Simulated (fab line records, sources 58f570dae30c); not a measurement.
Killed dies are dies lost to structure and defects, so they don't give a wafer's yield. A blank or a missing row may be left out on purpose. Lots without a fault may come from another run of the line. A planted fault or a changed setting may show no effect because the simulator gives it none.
Which tool did it? | flow berkeley_cmos170 | 16 lots, 48 wafers sampled, at 5 steps of a route of 331

WHAT THE GAUGES READ, wafer by wafer
UCB170_WELLDRIVE_THK_MEAS_02. Usual: WELLDRIVE_OXIDE_THK 198 nm, standard deviation 3.
lot  | measured    | on            | WELLDRIVE_OXIDE_THK (nm) | flag
L135 | day 4 05:56 | film_metro-04 | 199 198 198              |
L137 | day 4 19:15 | film_metro-03 | 204 202 202              |
L138 | day 5 03:49 | film_metro-03 | 202 199 197              |
L139 | day 5 03:48 | film_metro-04 | 193 194 196              |
L140 | day 5 03:50 | film_metro-04 | 197 200 196              |
L141 | day 5 03:52 | film_metro-01 | 198 196 198              |
L142 | day 5 23:34 | film_metro-04 | 196 197 194              |
L143 | day 5 23:34 | film_metro-03 | 200 198 198              |
L145 | day 6 08:44 | film_metro-01 | 178 179 178              | OFF
L147 | day 6 08:46 | film_metro-03 | 177 175 175              | OFF
L144 | day 6 13:36 | film_metro-03 | 178 173 173              | OFF
L146 | day 6 13:35 | film_metro-04 | 179 181 178              | OFF
L150 | day 6 20:24 | film_metro-04 | 202 197 199              |
L153 | day 7 11:53 | film_metro-01 | 204 206 204              |
L154 | day 7 11:53 | film_metro-04 | 204 205 203              |
L158 | day 8 16:17 | film_metro-01 | 199 196 199              |

UCB170_ACTIVE_CD_MEAS_13: target cd 1200 nm. Usual: cd_nm 1200.1 nm, standard deviation 1.6.
lot  | measured    | on        | cd_nm (nm)           | flag
L135 | day 5 09:39 | cd_sem-02 | 1202.0 1202.6 1202.3 |
L137 | day 5 18:45 | cd_sem-01 | 1195.6 1198.9 1196.9 |
L138 | day 6 01:28 | cd_sem-02 | 1200.8 1200.6 1201.1 |
L139 | day 6 01:47 | cd_sem-01 | 1202.2 1204.0 1202.9 |
L140 | day 6 01:55 | cd_sem-02 | 1198.6 1198.8 1199.5 |
L141 | day 6 01:37 | cd_sem-02 | 1200.2 1199.5 1199.3 |
L142 | day 6 19:46 | cd_sem-02 | 1201.4 1200.9 1201.2 |
L143 | day 6 19:56 | cd_sem-01 | 1201.5 1199.6 1200.7 |
L145 | day 7 05:27 | cd_sem-01 | 1197.7 1199.8 1200.1 |
L147 | day 7 06:32 | cd_sem-02 | 1199.0 1198.3 1198.7 |
L144 | day 7 06:01 | cd_sem-01 | 1200.4 1201.0 1200.6 |
L146 | day 7 06:50 | cd_sem-02 | 1201.3 1199.2 1200.9 |
L150 | day 7 16:55 | cd_sem-02 | 1200.0 1201.4 1200.0 |
L153 | day 8 06:12 | cd_sem-01 | 1201.0 1202.1 1201.4 |
L154 | day 8 06:28 | cd_sem-02 | 1199.4 1198.2 1198.3 |
L158 | day 9 20:52 | cd_sem-01 | 1202.4 1200.5 1199.6 |

UCB170_SDANNEAL_RS_MEAS_03: measures by four-point-probe. Usual: NSD_RS 37.30 ohm/sq, standard deviation 0.091.
lot  | measured     | on            | NSD_RS (ohm/sq)   | flag
L135 | day 8 05:56  | film_metro-01 | 37.43 37.31 37.31 |
L137 | day 8 14:04  | film_metro-01 | 37.18 37.13 37.26 |
L138 | day 8 21:20  | film_metro-01 | 37.27 37.30 37.40 |
L139 | day 8 21:49  | film_metro-02 | 37.47 37.41 37.36 |
L140 | day 8 22:14  | film_metro-04 | 37.28 37.26 37.26 |
L141 | day 8 21:31  | film_metro-04 | 37.37 37.48 37.36 |
L142 | day 10 02:05 | film_metro-04 | 37.31 37.23 37.26 |
L143 | day 10 01:52 | film_metro-01 | 37.18 37.22 37.14 |
L145 | day 10 14:57 | film_metro-01 | 37.16 37.12 37.18 |
L147 | day 10 15:46 | film_metro-04 | 37.17 37.08 37.19 |
L144 | day 10 16:04 | film_metro-01 | 37.24 37.19 37.30 |
L146 | day 10 15:35 | film_metro-02 | 37.43 37.40 37.42 |
L150 | day 11 06:05 | film_metro-01 | 37.32 37.34 37.37 |
L153 | day 11 21:48 | film_metro-04 | 37.37 37.30 37.32 |
L154 | day 11 22:41 | film_metro-02 | 37.44 37.46 37.42 |
L158 | day 12 22:24 | film_metro-04 | 37.25 37.31 37.22 |

UCB170_V1_CD_MEAS_12: target cd 700 nm. Usual: cd_nm 700.2 nm, standard deviation 1.
lot  | measured     | on        | cd_nm (nm)        | flag
L135 | day 8 18:31  | cd_sem-02 | 701.1 701.2 702.6 |
L137 | day 9 03:17  | cd_sem-02 | 699.2 699.2 699.7 |
L138 | day 9 13:40  | cd_sem-01 | 701.1 702.2 699.2 |
L139 | day 9 13:56  | cd_sem-01 | 699.8 700.2 700.0 |
L140 | day 9 13:31  | cd_sem-02 | 701.2 700.3 701.6 |
L141 | day 9 13:18  | cd_sem-01 | 699.7 700.0 699.9 |
L142 | day 10 18:40 | cd_sem-02 | 700.7 702.0 701.1 |
L143 | day 10 17:10 | cd_sem-01 | 699.5 699.2 698.3 |
L145 | day 11 02:46 | cd_sem-01 | 699.4 699.7 699.6 |
L147 | day 11 05:28 | cd_sem-02 | 701.8 701.2 702.5 |
L144 | day 11 06:22 | cd_sem-02 | 701.3 700.6 701.1 |
L146 | day 11 06:05 | cd_sem-01 | 698.5 698.6 699.6 |
L150 | day 11 18:54 | cd_sem-02 | 700.5 699.1 700.5 |
L153 | day 12 10:13 | cd_sem-01 | 700.0 699.9 700.4 |
L154 | day 12 12:14 | cd_sem-01 | 700.2 701.6 701.5 |
L158 | day 13 10:08 | cd_sem-02 | 698.9 699.4 697.9 |

WHICH TOOL RAN EACH LOT (tool, then ch and the chambers of the sampled wafers, then the start)
lot  | UCB170_WELLDRIVE_OXIDATION_01
L135 | furnace-04 ch 0, day 4 02:24
L137 | furnace-04 ch 0, day 4 15:44
L138 | furnace-01 ch 0, day 5 00:17
L139 | furnace-01 ch 0, day 5 00:17
L140 | furnace-01 ch 0, day 5 00:17
L141 | furnace-01 ch 0, day 5 00:17
L142 | furnace-04 ch 0, day 5 20:03
L143 | furnace-04 ch 0, day 5 20:03
L145 | furnace-04 ch 0, day 6 05:14
L147 | furnace-04 ch 0, day 6 05:14
L144 | furnace-04 ch 0, day 6 10:05
L146 | furnace-04 ch 0, day 6 10:05
L150 | furnace-02 ch 0, day 6 16:54
L153 | furnace-01 ch 0, day 7 08:23
L154 | furnace-01 ch 0, day 7 08:23
L158 | furnace-01 ch 0, day 8 12:47
- UCB170_WELLDRIVE_OXIDATION_01: target thk 199 nm, ox time 9000 s.

WHAT THE TOOLS THEMSELVES READ (means of the sampled wafers that have a number; where no wafer has one, the mark that the record gives instead)
UCB170_WELLDRIVE_OXIDATION_01. Usual: spike_tc_centre_C 1102.6 C, standard deviation 1.3; spike_tc_load_C 1127.5 C, standard deviation 2.9; spike_tc_source_C 1130.0 C, standard deviation 2.
lot  | tool       | spike_tc_centre_C (C) | spike_tc_load_C (C) | spike_tc_source_C (C) | flag
L135 | furnace-04 | 1103.2                | 1130.0              | 1130.5                |
L137 | furnace-04 | 1103.6                | 1129.4              | 1131.2                |
L138 | furnace-01 | 1101.7                | 1123.8              | 1129.2                |
L139 | furnace-01 | 1102.3                | 1124.9              | 1127.9                |
L140 | furnace-01 | 1102.1                | 1123.9              | 1128.6                |
L141 | furnace-01 | 1102.0                | 1124.7              | 1128.6                |
L142 | furnace-04 | 1102.5                | 1128.7              | 1131.3                |
L143 | furnace-04 | 1103.3                | 1130.6              | 1130.9                |
L145 | furnace-04 | 1086.6                | 1112.9              | 1116.0                | OFF
L147 | furnace-04 | 1088.2                | 1113.1              | 1114.9                | OFF
L144 | furnace-04 | 1086.0                | 1113.3              | 1114.9                | OFF
L146 | furnace-04 | 1087.1                | 1113.4              | 1115.1                | OFF
L150 | furnace-02 | 1101.6                | 1130.9              | 1124.3                |
L153 | furnace-01 | 1102.2                | 1124.1              | 1128.4                |
L154 | furnace-01 | 1101.6                | 1124.2              | 1128.8                |
L158 | furnace-01 | 1101.4                | 1124.1              | 1129.9                |

THE ANSWER, worked out from the rows above alone
Rule: a lot is off if the mean of its wafers that have a number lies more than 3 standard deviations from the usual mean. A lot without any number at a reading at which 4 lots or more have one is off too. The other lots that the step has rows for count as sound. The gauges are gone through in route order, then the tools' own readings, and for those a lot's mean is taken as printed above. The first step at which some lot is off is used, and at that step the reading that is off furthest; a lot without a number counts as furthest.
Off: L145, L147, L144, L146, at UCB170_WELLDRIVE_THK_MEAS_02 (WELLDRIVE_OXIDE_THK).
A tool fits if, at a process step before that reading, it ran every lot that is off, and no sound lot after the first of them. The gauges at UCB170_WELLDRIVE_THK_MEAS_02 aren't tried: what is off there is off at UCB170_WELLDRIVE_OXIDATION_01 too, on other tools, and a gauge's error can't cause that. One fits: furnace-04 at UCB170_WELLDRIVE_OXIDATION_01. Its last sound lot is L142 (day 5 20:03), its first lot that is off L145 (day 6 05:14): a fault that began between those two fits.
The tool's own readings at UCB170_WELLDRIVE_OXIDATION_01 bear it out: on the lots that are off they differ by more than 5 times the standard deviation of the sound lots' means. spike_tc_centre_C reads 1087.0 C there against 1102.3 C on the sound lots; spike_tc_source_C reads 1115.2 C there against 1129.1 C on the sound lots.

WHAT THE SIMULATOR HAD PUT IN
Process parameter drift: furnace-04, from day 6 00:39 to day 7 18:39, at UCB170_WELLDRIVE_OXIDATION_01. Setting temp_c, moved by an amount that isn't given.
Lots struck among those shown: L145, L147, L146, L144. The rule above found the same.
